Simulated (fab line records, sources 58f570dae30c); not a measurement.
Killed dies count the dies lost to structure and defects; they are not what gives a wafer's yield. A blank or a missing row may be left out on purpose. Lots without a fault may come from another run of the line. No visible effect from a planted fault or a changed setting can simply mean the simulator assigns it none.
Which tool was responsible? ; flow berkeley_cmos170 ; 14 lots, 42 wafers sampled, at 4 steps of a route of 331

== WHAT THE GAUGES SHOWED, per wafer ==
UCB170_V2_OVL_MEAS_13. Usual: V2_OVL gives 3 nm (standard deviation 6.2).
lot;measured;on;V2_OVL (nm);flag
L871;day 9 02:36;overlay-01;4 -2 6;
L872;day 10 04:10;overlay-01;8 2 1;
L873;day 10 05:20;overlay-01;-2 0 3;
L877;day 11 03:38;overlay-02;7 -4 1;
L878;day 11 08:08;overlay-02;- - -;OFF
L876;day 11 08:20;overlay-01;- - -;OFF
L879;day 11 19:39;overlay-01;-2 -5 9;
L884;day 12 01:26;overlay-01;5 -4 4;
L885;day 12 02:16;overlay-02;-4 3 7;
L887;day 12 06:53;overlay-02;-13 1 -7;
L890;day 13 05:01;overlay-01;11 4 10;
L889;day 13 05:44;overlay-01;8 1 5;
L888;day 13 08:52;overlay-02;1 4 7;
L892;day 13 09:28;overlay-02;9 11 3;

== WHICH TOOL RAN EACH LOT (tool, then ch and the chambers of the sampled wafers, then the start) ==
lot;UCB170_M2_STRIP_07;UCB170_M2_ETCH_17;UCB170_V2_PEB_10
L871;plasma_asher-02 ch 0,1, day 8 22:25;rie_diel-01 ch 0,1,3, day 8 23:41;litho_track-02 ch 0, day 9 02:13
L872;plasma_asher-02 ch 0,1, day 9 22:53;rie_diel-02 ch 0,3, day 10 00:40;litho_track-03 ch 0, day 10 03:47
L873;plasma_asher-01 ch 0, day 9 23:03;rie_diel-03 ch 0,2,3, day 10 00:56;litho_track-03 ch 0, day 10 04:00
L877;plasma_asher-01 ch 0,1, day 10 20:14;rie_diel-03 ch 0,2,3, day 10 23:36;litho_track-04 ch 0, day 11 03:16
L878;plasma_asher-01 ch 0,1, day 10 23:27;rie_diel-01 ch 1,2,3, day 11 02:59;litho_track-03, day 11 07:00
L876;plasma_asher-02 ch 0, day 11 00:10;rie_diel-01 ch 2,3, day 11 03:15;litho_track-02, day 11 07:00
L879;plasma_asher-02 ch 0,1, day 11 14:01;rie_diel-01 ch 2,3, day 11 15:32;litho_track-03 ch 0, day 11 19:00
L884;plasma_asher-01 ch 0, day 11 19:04;rie_diel-01 ch 0,2,3, day 11 22:02;litho_track-02 ch 0, day 12 01:03
L885;plasma_asher-04 ch 0,1, day 11 19:28;rie_diel-02 ch 0,1,2, day 11 22:45;litho_track-03 ch 0, day 12 01:54
L887;plasma_asher-02 ch 0,1, day 12 02:40;rie_diel-02 ch 0,2, day 12 04:26;litho_track-02 ch 0, day 12 06:31
L890;plasma_asher-01 ch 0,1, day 12 22:29;rie_diel-02 ch 0,2, day 13 01:32;litho_track-03 ch 0, day 13 04:40
L889;plasma_asher-04 ch 0,1, day 12 23:14;rie_diel-01 ch 1,3, day 13 02:12;litho_track-03 ch 0, day 13 05:20
L888;plasma_asher-02 ch 0,1, day 13 02:49;rie_diel-02 ch 1,2,3, day 13 05:37;litho_track-02 ch 0, day 13 08:31
L892;plasma_asher-01 ch 0,1, day 13 03:27;rie_diel-01 ch 0,1,3, day 13 05:53;litho_track-03 ch 0, day 13 09:05
- UCB170_M2_STRIP_07: strips in O2.
- UCB170_M2_ETCH_17: etches BARC in N2/H2.
- UCB170_V2_PEB_10

== AS READ BY THE TOOLS THEMSELVES (means over the sampled wafers that have a number; for cases with no such wafer, the mark the record gives instead) ==
UCB170_M2_STRIP_07. Usual: drypump_motor_current_A 5.7 A, standard deviation 0.31; oes_product_au 0.735 a.u., standard deviation 0.0044; strip_time_to_endpoint_s 21.99 s, standard deviation 0.068.
lot;tool;drypump_motor_current_A (A);oes_product_au (a.u.);strip_time_to_endpoint_s (s);flag
L871;plasma_asher-02;6.0;0.734;22.04;
L872;plasma_asher-02;6.0;0.732;22.04;
L873;plasma_asher-01;5.2;0.736;21.97;
L877;plasma_asher-01;5.6;0.735;22.02;
L878;plasma_asher-01;5.4;0.735;21.94;
L876;plasma_asher-02;5.9;0.732;22.07;
L879;plasma_asher-02;6.0;0.733;22.08;
L884;plasma_asher-01;5.2;0.731;22.00;
L885;plasma_asher-04;5.4;0.736;22.00;
L887;plasma_asher-02;6.0;0.735;21.88;
L890;plasma_asher-01;5.5;0.735;22.06;
L889;plasma_asher-04;5.5;0.733;21.99;
L888;plasma_asher-02;6.0;0.734;22.02;
L892;plasma_asher-01;5.6;0.739;21.98;

UCB170_M2_ETCH_17. Usual: drypump_motor_current_A 5.8 A, standard deviation 0.53; n2_flow_sccm 100.02 sccm, standard deviation 0.3; oes_product_au 0.997 a.u., standard deviation 0.02; throttle_valve_pct 13.33 %, standard deviation 0.16.
lot;tool;drypump_motor_current_A (A);n2_flow_sccm (sccm);oes_product_au (a.u.);throttle_valve_pct (%);flag
L871;rie_diel-01;5.9;99.98;0.993;13.47;
L872;rie_diel-02;5.0;100.06;1.026;13.03;
L873;rie_diel-03;5.7;100.24;1.003;13.35;
L877;rie_diel-03;5.7;99.95;1.003;13.36;
L878;rie_diel-01;6.1;99.84;0.991;13.46;
L876;rie_diel-01;6.3;99.99;0.989;13.41;
L879;rie_diel-01;6.1;100.06;1.000;13.37;
L884;rie_diel-01;6.0;100.01;0.984;13.38;
L885;rie_diel-02;5.4;99.67;0.999;13.24;
L887;rie_diel-02;5.0;100.05;1.021;13.14;
L890;rie_diel-02;5.2;100.21;1.000;13.30;
L889;rie_diel-01;5.9;99.71;1.004;13.56;
L888;rie_diel-02;5.7;100.51;0.984;13.27;
L892;rie_diel-01;5.9;99.90;1.000;13.46;

UCB170_V2_PEB_10. Usual: chill_plate_temp_C 22.99 C, standard deviation 0.12; exhaust_pa 44.9 Pa, standard deviation 0.94.
lot;tool;chill_plate_temp_C (C);exhaust_pa (Pa);flag
L871;litho_track-02;23.02;45.3;
L872;litho_track-03;23.23;45.0;
L873;litho_track-03;22.91;44.7;
L877;litho_track-04;23.01;43.8;
L878;litho_track-03;-;-;OFF
L876;litho_track-02;-;-;OFF
L879;litho_track-03;23.04;44.7;
L884;litho_track-02;22.85;44.6;
L885;litho_track-03;23.02;46.3;
L887;litho_track-02;23.06;45.7;
L890;litho_track-03;22.81;45.6;
L889;litho_track-03;23.00;44.0;
L888;litho_track-02;23.07;45.3;
L892;litho_track-03;23.12;44.2;

== THE ANSWER, worked out from the rows above alone ==
Rule: a lot counts as off when the mean over its wafers that have a number is more than 3 standard deviations away from the usual mean. A lot without any number at a reading at which 4 lots or more have one is off too. Where the step has rows for the other lots, those lots are counted as sound. The gauges are gone through in route order, then the tools' own readings, and for those a lot's mean is taken as printed above. At the first step where some lot is off, the reading lying furthest off is the one used; lots without a number count as furthest.
Off: L878, L876, seen at UCB170_V2_OVL_MEAS_13 (V2_OVL). Without a number there: L878, L876.
A tool fits if, at a process step before that reading, it ran every lot that is off, and no sound lot after the first of them. Not tried: the gauges at UCB170_V2_OVL_MEAS_13; whatever is off there is also off at UCB170_V2_PEB_10, on other tools, and gauge error can't account for it. None of those tried fits.

== WHAT THE SIMULATOR PUT IN ==
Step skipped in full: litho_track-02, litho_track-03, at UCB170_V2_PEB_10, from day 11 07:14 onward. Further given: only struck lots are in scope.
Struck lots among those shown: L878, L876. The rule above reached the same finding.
